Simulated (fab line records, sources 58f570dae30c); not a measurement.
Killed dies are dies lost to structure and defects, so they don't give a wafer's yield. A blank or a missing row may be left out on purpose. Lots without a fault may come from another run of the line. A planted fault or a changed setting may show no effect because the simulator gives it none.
Which tool did it? | flow berkeley_cmos170 | 14 lots, 42 wafers sampled, at 1 step of a route of 331

WHAT THE GAUGES READ, wafer by wafer
UCB170_CONTACT_CD_MEAS_15: target cd 700 nm. Usual: cd_nm 700.4 nm, standard deviation 1.5.
lot  | measured     | on        | cd_nm (nm)        | flag
L826 | day 8 12:54  | cd_sem-02 | 699.7 699.1 699.4 |
L827 | day 8 18:20  | cd_sem-02 | 698.6 701.3 700.9 |
L828 | day 8 19:35  | cd_sem-01 | 701.3 700.2 701.5 |
L832 | day 9 03:23  | cd_sem-02 | 700.4 699.4 699.9 |
L829 | day 9 03:39  | cd_sem-02 | 700.7 702.2 701.5 |
L831 | day 9 04:16  | cd_sem-02 | 696.9 696.6 697.5 |
L839 | day 10 19:15 | cd_sem-02 | 699.5 700.5 697.3 |
L836 | day 10 19:30 | cd_sem-02 | 698.6 699.3 698.7 |
L838 | day 10 21:27 | cd_sem-01 | 701.9 701.7 700.6 |
L835 | day 10 21:44 | cd_sem-01 | 700.3 701.4 701.8 |
L845 | day 12 04:20 | cd_sem-01 | 702.4 703.0 702.3 |
L843 | day 12 04:38 | cd_sem-02 | 699.2 700.5 699.8 |
L848 | day 12 19:05 | cd_sem-01 | 701.5 700.2 701.0 |
L849 | day 13 03:16 | cd_sem-02 | 702.5 701.5 701.7 |

WHICH TOOL RAN EACH LOT (tool, then ch and the chambers of the sampled wafers, then the start)
The record holds no process step before these readings.

WHAT THE TOOLS THEMSELVES READ (means of the sampled wafers that have a number; where no wafer has one, the mark that the record gives instead)
The record holds no such reading with a usual standard deviation.

THE ANSWER, worked out from the rows above alone
Rule: a lot is off if the mean of its wafers that have a number lies more than 3 standard deviations from the usual mean. A lot without any number at a reading at which 4 lots or more have one is off too. The other lots that the step has rows for count as sound. The gauges are gone through in route order, then the tools' own readings, and for those a lot's mean is taken as printed above. The first step at which some lot is off is used, and at that step the reading that is off furthest; a lot without a number counts as furthest.
No lot is off at any reading shown: from this, nothing can be told.

WHAT THE SIMULATOR HAD PUT IN
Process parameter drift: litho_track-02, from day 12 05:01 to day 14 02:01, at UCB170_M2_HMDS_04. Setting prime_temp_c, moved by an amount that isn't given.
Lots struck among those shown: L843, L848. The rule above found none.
